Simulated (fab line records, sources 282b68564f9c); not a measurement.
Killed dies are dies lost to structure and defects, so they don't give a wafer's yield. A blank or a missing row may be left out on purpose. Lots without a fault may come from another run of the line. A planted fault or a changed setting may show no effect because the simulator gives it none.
fab line records | flow rit_cmos
record lots=6 wafers=18 last_day=7
route steps=202 shown NSD@137 PSD@142 M1@202
lots that met no fault: from a run of the same line without faults
start_h: hours from the record's first day to the start of the lot's first wafer shown | wait_h: hours since the lot's step before | " the same as in the row above | L1.1+2: a row that stands for several wafers | - no value, or no start given | * or withheld: withheld | < > ~ a bound
route shown NAME@n: a module of which the file shows steps, and the number in the route of the first | usual: mean/standard deviation of fault-free wafers | same: alike in all rows | chamber/n: place in a boat | sites: the reading at each site | _std_site: their standard deviation | _edge_site: outer sites' mean less inner sites' | radius_mm: how far each site lies from the wafer's centre | mask NAME#n: copy n | behind: the tool/chamber that last shaped the wafer | hold: why the lot was held/for how many hours/how that ended | device: the transistor (n, p or np) that didn't switch | end of line: the same wafers' tests at the end of the route | a step without rows: its recipe alone | killed: dies lost to structure and defects at the first sort, not the wafer's yield | map: a wafer's dies, x killed, . not, _ none there
set.NAME: the setting as run; set.NAME@STEP: as run at that earlier step | model.NAME: the simulator's own value behind a step, which no gauge read
lots at some steps of the route; a table a step, a row a wafer
services: from which hour (start_h, from the record's first day; less than 0 if before it) a tool's chamber was out of use, for how many hours, and why
## steps
# step RIT_NSD_OVL_MEAS_06
# usual NSD_OVL=0.0/1.4
# columns lot.wafer tool chamber start_h wait_h NSD_OVL[nm]
L992.1 overlay-01 - 88.44 - -0.2
L992.3 " - " " -0.5
L992.5 " - " " -1.2
L993.1 overlay-02 - 94.89 - 1.7
L993.5 " - " " 0.8
L993.6 " - " " 1.9
L994.4 overlay-01 - 98.55 - 1.2
L994.5 " - " " -0.3
L994.6 " - " " 0.7
L995.2 overlay-01 - 102.17 - -2.3
L995.4 " - " " -1.5
L995.6 " - " " -1.1
L103.3 overlay-01 - 147.62 - -0.6
L103.5 " - " " -0.4
L103.6 " - " " -0.4
L106.2 overlay-01 - 164.99 - -0.7
L106.3 " - " " 0.0
L106.5 " - " " -1.0
# step RIT_NSD_HARDBAKE_07
# recipe resist=NOVOLAK temp_c=140 time_s=60
# step RIT_NSD_IMPLANT_08
# recipe species=P energy_kev=25 dose_cm2=1e+15 tilt_deg=7
# step RIT_NSD_STRIP_09
# recipe chemistry=O2 time_s=180 resist=NOVOLAK platen_temp_c=withheld power_w=500 pressure_mtorr=4000 o2_flow_sccm=4000
# usual chamber_pressure_mTorr=4000/3.6 drypump_motor_current_A=6.1/0.38 o2_flow_sccm=4000/12
# columns lot.wafer tool chamber start_h wait_h chamber_pressure_mTorr drypump_motor_current_A o2_flow_sccm rf_hours_counter_h
L992.1 plasma_asher-01 1 88.77 0.1 4001 6.0 4006 29
L992.3 " 1 " " 4004 6.0 4021 -
L992.5 " 1 " " 3997 6.0 3999 -
L993.1 plasma_asher-03 1 95.23 0.1 4004 6.5 4014 44
L993.5 " 0 " " 3996 5.4 3989 -
L993.6 " 1 " " 4005 6.4 4006 -
L994.4 plasma_asher-02 1 98.93 0.1 3991 5.5 4004 -
L994.5 " 0 " " 3998 6.2 4020 -
L994.6 " 1 " " 4000 5.5 3989 -
L995.2 plasma_asher-01 1 102.50 0.1 4001 6.0 3992 30
L995.4 " 0 " " 3998 6.5 4016 -
L995.6 " 1 " " 4001 6.0 4009 -
L103.3 plasma_asher-01 0 148.00 0.1 3995 6.5 3992 -
L103.5 " 1 " " 4008 6.0 3998 -
L103.6 " 0 " " 3999 6.5 3990 -
L106.2 plasma_asher-01 0 165.32 0.1 4001 6.6 3993 36
L106.3 " 1 " " 4002 6.0 4001 -
L106.5 " 1 " " 4004 6.0 4009 -
# step RIT_NSD_TW_MEAS_10
# usual NSD_TW=3123/15
# columns lot.wafer tool chamber start_h wait_h NSD_TW
L992.1 film_metro-04 - 88.95 0.1 3121
L992.3 " - " " 3138
L992.5 " - " " 3103
L993.1 film_metro-04 - 95.40 0.1 3145
L993.5 " - " " 3127
L993.6 " - " " 3151
L994.4 film_metro-04 - 99.07 0.1 3114
L994.5 " - " " 3120
L994.6 " - " " 3104
L995.2 film_metro-02 - 102.69 0.1 3116
L995.4 " - " " 3119
L995.6 " - " " 3119
L103.3 film_metro-01 - 148.14 0.1 3119
L103.5 " - " " 3116
L103.6 " - " " 3111
L106.2 film_metro-04 - 165.61 0.2 3124
L106.3 " - " " 3139
L106.5 " - " " 3119
# step RIT_PSD_HMDS_00
# recipe prime_time_s=60 prime_temp_c=140
# step RIT_PSD_COAT_01
# recipe resist=NOVOLAK spin_rpm=3250 resist_thk_nm=1000
# step RIT_PSD_SOFTBAKE_02
# recipe resist=NOVOLAK temp_c=90 time_s=60
# step RIT_PSD_EXPOSE_03
# recipe mask_id=M10 na=0.57 target_cd_nm=40900 dose_mj=250
# step RIT_PSD_PEB_04
# recipe resist=NOVOLAK temp_c=withheld time_s=withheld
# step RIT_PSD_DEVELOP_05
# recipe resist=NOVOLAK develop_time_s=50 dev_temp_c=23
# step RIT_PSD_OVL_MEAS_06
# usual PSD_OVL=0.2/1.3
# columns lot.wafer tool chamber start_h wait_h PSD_OVL[nm]
L992.1 overlay-01 - 89.86 - 0.1
L992.3 " - " " 1.1
L992.5 " - " " 1.2
L993.1 overlay-01 - 96.45 - 0.8
L993.5 " - " " 2.0
L993.6 " - " " 0.0
L994.4 overlay-02 - 99.97 - -0.9
L994.5 " - " " 0.9
L994.6 " - " " 0.1
L995.2 overlay-02 - 103.72 - 0.9
L995.4 " - " " 0.5
L995.6 " - " " 1.1
L103.3 overlay-02 - 149.16 - 1.6
L103.5 " - " " 1.6
L103.6 " - " " 3.2
L106.2 overlay-01 - 166.51 - 0.8
L106.3 " - " " -0.3
L106.5 " - " " 2.1
# step RIT_PSD_HARDBAKE_07
# recipe resist=NOVOLAK temp_c=140 time_s=60
# usual heater_power_total_W=62.54/0.051 plate_temp_C=140.04/0.12
# columns lot.wafer tool chamber start_h wait_h heater_power_total_W plate_temp_C model.NOVOLAK_of_PSD_COAT_01.thk_nm
L992.1 litho_track-04 0 89.90 0.0 62.46 139.98 880.9
L992.3 " 0 " " 62.50 140.02 884.2
L992.5 " 0 " " 62.57 140.05 880
L993.1 litho_track-04 0 96.48 0.0 60.37 136.44 891.2
L993.5 " 0 " " 60.38 136.17 891
L993.6 " 0 " " 60.41 136.25 889.6
L994.4 litho_track-04 0 100.07 0.1 60.34 136.23 887.7
L994.5 " 0 " " 60.38 136.47 890.8
L994.6 " 0 " " 60.40 136.22 890.8
L995.2 litho_track-01 0 103.78 0.0 62.56 140.20 878.9
L995.4 " 0 " " 62.51 139.98 881.1
L995.6 " 0 " " 62.64 140.21 884.2
L103.3 litho_track-01 0 149.24 0.1 62.55 140.01 882
L103.5 " 0 " " 62.51 139.92 883.5
L103.6 " 0 " " 62.52 140.01 880.3
L106.2 litho_track-01 0 166.57 0.0 62.63 140.13 881.8
L106.3 " 0 " " 62.49 140.06 880.8
L106.5 " 0 " " 62.65 140.06 882.3
# step RIT_PSD_IMPLANT_08
# recipe species=BF2 energy_kev=27 dose_cm2=5e+15 tilt_deg=7
# step RIT_M1_PROBE_99
# usual killed_at_M0_to_M3=0.0/0.14 killed_at_contacts=0.0/0.25 killed_at_front_end=6.6/2.7 killed_dies=6.7/2.7 killed_open=3.3/1.9 killed_short=3.4/1.9
# same gross_dies=264 killed_at_M4_up=0 killed_at_back_side=0 killed_at_other=0
# columns lot.wafer tool chamber start_h wait_h killed_at_M0_to_M3 killed_at_contacts killed_at_front_end killed_dies killed_open killed_short
L992.1 prober-01 - 99.65 0.1 1 0 3 4 2 2
L992.3 prober-01 - 99.75 0.2 0 1 4 5 1 4
L992.5 prober-01 - 99.85 0.2 0 0 5 5 2 3
L993.1 prober-02 - 105.87 0.1 0 0 5 5 4 1
L993.5 prober-02 - 106.07 0.2 0 0 10 10 6 4
L993.6 prober-02 - 106.12 0.2 0 0 6 6 5 1
L994.4 prober-01 - 110.99 0.2 0 0 7 7 3 4
L994.5 prober-01 - 111.04 0.2 0 0 11 11 6 5
L994.6 prober-01 - 111.09 0.2 0 0 8 8 3 5
L995.2 prober-02 - 113.58 0.1 0 0 7 7 2 5
L995.4 prober-02 - 113.68 0.2 0 0 4 4 2 2
L995.6 prober-02 - 113.78 0.2 0 0 7 7 3 4
L103.3 prober-02 - 159.15 0.2 0 0 3 3 0 3
L103.5 prober-02 - 159.25 0.2 0 0 4 4 3 1
L103.6 prober-02 - 159.30 0.2 0 0 3 3 3 0
L106.2 prober-02 - 175.34 0.1 0 0 6 6 4 2
L106.3 prober-02 - 175.39 0.2 0 0 7 7 4 3
L106.5 prober-02 - 175.49 0.2 0 0 5 5 1 4
# killed by level:class
L992.1 GATE:geometric_particle:open=1 REOX:geometric_particle:open=1 SPACER:geometric_particle:short=1 M1:geometric_particle:short=1
L992.3 GATE:geometric_particle:short=3 SILICIDE:geometric_particle:open=1 CONTACT:geometric_particle:short=1
L992.5 REOX:geometric_particle:short=2 GATE:geometric_particle:short=1 GATE:geometric_particle:open=1 REOX:geometric_particle:open=1
L993.1 GATE:geometric_particle:open=2 FOX1:geometric_particle:open=1 FOX2:geometric_particle:open=1 SILICIDE:geometric_particle:short=1
L993.5 GATE:geometric_particle:open=4 FOX1:geometric_particle:open=2 GATE:geometric_particle:short=2 FOX1:geometric_particle:short=1 REOX:geometric_particle:short=1
L993.6 GATE:geometric_particle:open=2 SILICIDE:geometric_particle:open=2 FOX1:geometric_particle:short=1 FOX2:geometric_particle:open=1
L994.4 GATE:geometric_particle:open=2 GATE:geometric_particle:short=2 FOX1:geometric_particle:short=1 FOX2:geometric_particle:short=1 SILICIDE:geometric_particle:open=1
L994.5 GATE:geometric_particle:short=4 GATE:geometric_particle:open=2 FOX2:geometric_particle:open=1 REOX:geometric_particle:open=1 SPACER:geometric_particle:open=1 SILICIDE:geometric_particle:open=1 SILICIDE:geometric_particle:short=1
L994.6 GATE:geometric_particle:short=2 SPACER:geometric_particle:open=2 FOX1:geometric_particle:short=1 FOX2:geometric_particle:short=1 REOX:geometric_particle:open=1 SPACER:geometric_particle:short=1
L995.2 SILICIDE:geometric_particle:short=3 SPACER:geometric_particle:open=2 FOX1:geometric_particle:short=1 REOX:geometric_particle:short=1
L995.4 FOX1:geometric_particle:open=1 GATE:geometric_particle:short=1 REOX:geometric_particle:open=1 REOX:geometric_particle:short=1
L995.6 GATE:geometric_particle:short=2 FOX2:geometric_particle:open=1 FOX2:geometric_particle:short=1 GATE:geometric_particle:open=1 REOX:geometric_particle:open=1 SILICIDE:geometric_particle:short=1
L103.3 ACTIVE:geometric_particle:short=1 FOX1:geometric_particle:short=1 GATE:geometric_particle:short=1
L103.5 REOX:geometric_particle:open=2 FOX1:geometric_particle:open=1 SILICIDE:geometric_particle:short=1
L103.6 FOX1:geometric_particle:open=1 GATE:geometric_particle:open=1 REOX:geometric_particle:open=1
L106.2 FOX1:geometric_particle:open=2 FOX1:geometric_particle:short=1 GATE:geometric_particle:open=1 GATE:geometric_particle:short=1 SPACER:geometric_particle:open=1
L106.3 FOX2:geometric_particle:open=2 SPACER:geometric_particle:open=2 ACTIVE:geometric_particle:short=1 GATE:geometric_particle:short=1 SILICIDE:geometric_particle:short=1
L106.5 FOX1:geometric_particle:short=1 GATE:geometric_particle:short=1 SILICIDE:geometric_particle:short=1 SPACER:geometric_particle:short=1 SILICIDE:geometric_particle:open=1
## services
# columns tool chamber start_h hours kind
plasma_asher-03 - 108.75 9.0 pm
plasma_asher-03 0 108.75 9.0 vent_cycle
plasma_asher-03 1 108.75 9.0 vent_cycle
plasma_asher-03 0 117.75 - clean
plasma_asher-03 1 117.75 - clean
plasma_asher-03 - 142.18 0.6 repair
## key
first_sign step=RIT_PSD_HARDBAKE_07 reading=heater_power_total_W direction=down sigmas=42 usual=62.54 struck=60.38
effect step=RIT_PSD_HARDBAKE_07 reading=plate_temp_C direction=down sigmas=31 usual=* struck=*
model_effect step=RIT_PSD_HARDBAKE_07 value=NOVOLAK_of_PSD_COAT_01.thk_nm without=884.2 struck=890.2
met_at RIT_PSD_HARDBAKE_07
struck_wafers L993.1,L993.5,L993.6,L994.4,L994.5,L994.6
tester_left_out L993,L994
onset_between 89.90 96.48
fault kind=process_parameter_drift tool=litho_track-04 chamber=- onset_h=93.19 steps=RIT_PSD_HARDBAKE_07 channel=temp_c offset=* shape=step end_h=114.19 acts_in=* stated=*
# tester_left_out: of these lots the tester's yield and bins aren't shown, on N5 and GAA mostly nor the transistor test; their killed dies are dies lost to structure and defects alone, not to doping, threshold or leakage, so they don't give the yield
